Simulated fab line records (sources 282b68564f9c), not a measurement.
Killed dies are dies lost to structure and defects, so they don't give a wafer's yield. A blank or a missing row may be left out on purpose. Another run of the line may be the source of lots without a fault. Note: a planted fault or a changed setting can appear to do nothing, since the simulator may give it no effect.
Which tool did it? :: flow rit cmos :: 7 lots (21 wafers sampled), 1 step of a 202-step route

## WHAT THE GAUGES READ, wafer by wafer
RIT_PRETRO_OVL_MEAS_06.
lot: L701
measured: day 2 13:00
on: overlay-01
PRETRO_OVL (nm): -1.4 0.5 -0.8

lot: L703
measured: day 3 00:26
on: overlay-01
PRETRO_OVL (nm): 2.6 0.7 2.7

lot: L705
measured: day 3 10:36
on: overlay-01
PRETRO_OVL (nm): 0.8 1.0 1.5

lot: L707
measured: day 3 19:32
on: overlay-02
PRETRO_OVL (nm): -0.1 -0.8 0.9

lot: L712
measured: day 4 19:30
on: overlay-02
PRETRO_OVL (nm): 0.4 0.1 0.0

lot: L714
measured: day 5 05:45
on: overlay-01
PRETRO_OVL (nm): -1.3 1.0 -1.2

lot: L719
measured: day 6 06:02
on: overlay-02
PRETRO_OVL (nm): 2.9 -1.0 -0.4

## TOOL THAT RAN EACH LOT (tool first, then ch and the chambers of the sampled wafers, then the start)
Before these readings, the record contains no process step.

## THE ANSWER, worked out from the rows above alone
Rule: the usual values come from the lots themselves. The widest of any qualifying gaps counts: lots, ordered by their means at a reading, are off when they make up no more than a third of the lots, leave a main group of 4 or more, and stand apart from it by 3 or more times the standard deviation of that group's means. If all means in a main group match to the digits the tables above print for the reading, that group is not used. A lot without any number at a reading at which 4 lots or more have one is off too. The other lots that the step has rows for count as sound.
No lot is off on any of the readings shown, so nothing can be concluded from this.

## WHAT THE SIMULATOR HAD INSERTED
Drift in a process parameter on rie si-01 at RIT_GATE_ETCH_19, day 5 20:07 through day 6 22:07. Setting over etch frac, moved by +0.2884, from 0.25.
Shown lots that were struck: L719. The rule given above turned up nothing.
